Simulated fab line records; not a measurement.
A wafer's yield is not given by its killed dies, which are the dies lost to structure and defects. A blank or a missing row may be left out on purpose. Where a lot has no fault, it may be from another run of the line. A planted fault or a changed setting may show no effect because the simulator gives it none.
Split-lot trial :: flow berkeley_cmos170 :: 23 wafers read from 5 lots, route of 331 steps

== ABOUT THE SPLIT ==
At UCB170_NWELL_CVD_04 (deposits Si3N4 from SiH2Cl2/NH3, target thk 224 nm, time 3360 s), the setting time_s was moved away from the recipe's 3360 s on 10 of the 23 wafers read, by -11.9% to +5.7%. This setting was run at the recipe's value on the other wafers.

== FROM THE SPLIT TO THE READING: what the file shows between them, 4 steps ==
- UCB170_NWELL_THK_MEAS_05
- UCB170_NWELL_HMDS_06: prime time 60 s
- UCB170_NWELL_COAT_07: resist thk 900 nm
- UCB170_NWELL_DEVELOP_11: develop time 45 s

== THE READING ==
oes_product_au, in a.u., at UCB170_NWELL_ETCH_13 (etches Si3N4 in CH3F/Ar/O2, stops on SiO2, target depth 246.4 nm, time 154 s). Typical for fault-free wafers on this fab line: 0.943 a.u., with standard deviation 0.014 a.u.

wafer: L074.2
tool, chamber at the split: -, -
time_s as run, s: 3552
against the recipe: +5.7%
oes_product_au, a.u.: 0.983
against lot-mates on the recipe: no lot-mate on the recipe

wafer: L074.3
tool, chamber at the split: -, -
time_s as run, s: 3552
against the recipe: +5.7%
oes_product_au, a.u.: 0.964
against lot-mates on the recipe: no lot-mate on the recipe

wafer: L074.4
tool, chamber at the split: -, -
time_s as run, s: 3552
against the recipe: +5.7%
oes_product_au, a.u.: 0.960
against lot-mates on the recipe: no lot-mate on the recipe

wafer: L074.5
tool, chamber at the split: -, -
time_s as run, s: 3552
against the recipe: +5.7%
oes_product_au, a.u.: 0.960
against lot-mates on the recipe: no lot-mate on the recipe

wafer: L074.6
tool, chamber at the split: -, -
time_s as run, s: 3552
against the recipe: +5.7%
oes_product_au, a.u.: 0.963
against lot-mates on the recipe: no lot-mate on the recipe

wafer: L076.1
tool, chamber at the split: -, -
time_s as run, s: 2960
against the recipe: -11.9%
oes_product_au, a.u.: 0.875
against lot-mates on the recipe: no lot-mate on the recipe

wafer: L076.2
tool, chamber at the split: -, -
time_s as run, s: 2960
against the recipe: -11.9%
oes_product_au, a.u.: 0.861
against lot-mates on the recipe: no lot-mate on the recipe

wafer: L076.3
tool, chamber at the split: -, -
time_s as run, s: 2960
against the recipe: -11.9%
oes_product_au, a.u.: 0.867
against lot-mates on the recipe: no lot-mate on the recipe

wafer: L076.4
tool, chamber at the split: -, -
time_s as run, s: 2960
against the recipe: -11.9%
oes_product_au, a.u.: 0.859
against lot-mates on the recipe: no lot-mate on the recipe

wafer: L076.6
tool, chamber at the split: -, -
time_s as run, s: 2960
against the recipe: -11.9%
oes_product_au, a.u.: 0.853
against lot-mates on the recipe: no lot-mate on the recipe

wafer: L078.3
tool, chamber at the split: lpcvd-02, 1
time_s as run, s: 3360
against the recipe: recipe
oes_product_au, a.u.: 0.903
against lot-mates on the recipe: -

wafer: L078.4
tool, chamber at the split: lpcvd-02, 1
time_s as run, s: 3360
against the recipe: recipe
oes_product_au, a.u.: 0.940
against lot-mates on the recipe: -

wafer: L078.6
tool, chamber at the split: lpcvd-02, 1
time_s as run, s: 3360
against the recipe: recipe
oes_product_au, a.u.: 0.945
against lot-mates on the recipe: -

wafer: L080.1
tool, chamber at the split: -, -
time_s as run, s: 3360
against the recipe: recipe
oes_product_au, a.u.: 0.940
against lot-mates on the recipe: -

wafer: L080.2
tool, chamber at the split: -, -
time_s as run, s: 3360
against the recipe: recipe
oes_product_au, a.u.: 0.930
against lot-mates on the recipe: -

wafer: L080.4
tool, chamber at the split: -, -
time_s as run, s: 3360
against the recipe: recipe
oes_product_au, a.u.: 0.955
against lot-mates on the recipe: -

wafer: L080.5
tool, chamber at the split: -, -
time_s as run, s: 3360
against the recipe: recipe
oes_product_au, a.u.: 0.933
against lot-mates on the recipe: -

wafer: L080.6
tool, chamber at the split: -, -
time_s as run, s: 3360
against the recipe: recipe
oes_product_au, a.u.: 0.933
against lot-mates on the recipe: -

wafer: L084.1
tool, chamber at the split: -, -
time_s as run, s: 3360
against the recipe: recipe
oes_product_au, a.u.: 0.941
against lot-mates on the recipe: -

wafer: L084.2
tool, chamber at the split: -, -
time_s as run, s: 3360
against the recipe: recipe
oes_product_au, a.u.: 0.937
against lot-mates on the recipe: -

wafer: L084.3
tool, chamber at the split: -, -
time_s as run, s: 3360
against the recipe: recipe
oes_product_au, a.u.: 0.951
against lot-mates on the recipe: -

wafer: L084.5
tool, chamber at the split: -, -
time_s as run, s: 3360
against the recipe: recipe
oes_product_au, a.u.: 0.941
against lot-mates on the recipe: -

wafer: L084.6
tool, chamber at the split: -, -
time_s as run, s: 3360
against the recipe: recipe
oes_product_au, a.u.: 0.942
against lot-mates on the recipe: -

FIT RESULTS
A straight line over all 23 wafers: oes_product_au changes by +0.00595 a.u. for each +1% of time_s; r = +0.96; the points scatter about the line by 0.011 a.u.
Too few moved wafers with a lot-mate on the recipe to fit a line net of each lot's own level.

== THE WHOLE CHAIN: every reading that the file lists as answering this split, in the file's order ==
step: UCB170_NWELL_CVD_04
what it does: deposits Si3N4 from SiH2Cl2/NH3, target thk 224 nm, time 3360 s
reading: Si3N4_of_NWELL_CVD_04.thk_nm (the simulator's own value, which no gauge read)
change (the file's fit): +2.23 nm for each +1% of the setting
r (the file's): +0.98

step: UCB170_NWELL_THK_MEAS_05
what it does: 
reading: NWELL_NITRIDE_THK
change (the file's fit): +2.22 for each +1% of the setting
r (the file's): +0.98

step: UCB170_NWELL_ETCH_13
what it does: etches Si3N4 in CH3F/Ar/O2, stops on SiO2, target depth 246.4 nm, time 154 s
reading: oes_product_au
change (the file's fit): +0.00596 a.u. for each +1% of the setting
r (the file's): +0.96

step: UCB170_NWELL_ETCH_13
what it does: etches Si3N4 in CH3F/Ar/O2, stops on SiO2, target depth 246.4 nm, time 154 s
reading: etch.depth_nm (the simulator's own value, which no gauge read)
change (the file's fit): +2.23 nm for each +1% of the setting
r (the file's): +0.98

== THE FILE'S OWN FIT ==
oes_product_au changes by +0.00596 a.u. for each +1% of time_s, r = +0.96.
